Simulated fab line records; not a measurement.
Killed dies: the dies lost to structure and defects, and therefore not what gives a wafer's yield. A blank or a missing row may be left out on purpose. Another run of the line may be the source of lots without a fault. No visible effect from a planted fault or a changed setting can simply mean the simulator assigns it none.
One fault through the eyes of 2 desks    flow berkeleyCmos170    each desk has only its own numbers; what lay behind them comes last

== FROM THE METROLOGY DESK ==
What the gauges read, lot by lot, whatever tool the lot ran on: means of the sampled wafers that have a number. The brackets show how far a lot's mean lies from the usual mean; more than 4 standard deviations puts the lot out of limits, marked OUT.
Columns: A = V2_POLISHED_THK at UCB170_V2_THK_MEAS_04, usual 1000.0 nm; B = V2_OVL at UCB170_V2_OVL_MEAS_13, usual 4 nm
lot   first seen here  A                        B
L584  day 8 14:47      1001.4                   -2
L585  day 9 01:48      998.9                    10
L587  day 9 13:14      1000.7                   -5
L589  day 9 13:38      1000.4                   4
L591  day 10 12:11     1000.3                   9
L592  day 10 13:13     998.8                    6
L590  day 10 13:20     1000.4                   3
L594  day 10 20:13     999.1                    13
L593  day 10 22:22     749.8 (-99 or more) OUT  10
L595  day 11 00:22     999.6                    -2
L596  day 11 12:49     749.1 (-99 or more) OUT  9
L597  day 11 14:23     1000.4                   -9
L600  day 12 05:29     998.8                    8
L599  day 12 08:00     748.6 (-99 or more) OUT  13
L605  day 13 09:34     1000.3                   3
Finding of this desk: L593, L596, L599 out of limits, first seen on L593 at day 10 22:22 (V2_POLISHED_THK at UCB170_V2_THK_MEAS_04). In limits: L584, L585, L587, L589, L591, L592, L590, L594, L595, L597, L600, L605.

== THE TOOL OWNER'S DESK: cmp-02 ==
The tool's own readings at UCB170_V2_CMP_02 (polishes SiO2): means of the sampled wafers that have a number, for each lot that ran on this tool. The brackets show how far a lot's mean lies from the usual mean; more than 4 standard deviations puts the lot out of limits, marked OUT.
Columns: A = motorCurrentA at UCB170_V2_CMP_02, usual 16.5 A
lot   first seen here  A
L592  day 10 12:48     17.7
L594  day 10 19:50     17.8
L593  day 10 21:58     17.8
L596  day 11 12:26     17.0
L599  day 12 07:37     17.1
This desk found nothing out of limits on any of the 5 lots.

== ALL TOGETHER ==
On L593, L596, L599, the metrology desk was in a position to raise an alarm at day 10 22:22.
The tool owner's desk saw nothing out of limits.
On record at the tool owner's desk: L593, L596, L599, within its limits.
All the named lots went through UCB170_V2_CMP_02 on cmp-02.

== WHAT THE SIMULATOR HAD INSERTED ==
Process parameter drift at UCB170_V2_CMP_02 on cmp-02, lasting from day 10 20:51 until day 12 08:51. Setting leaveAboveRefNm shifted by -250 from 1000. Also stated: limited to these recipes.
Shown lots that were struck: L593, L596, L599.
Per desk, hours elapsed from the start of the fault to the first reading out of limits: for the metrology desk, 2.
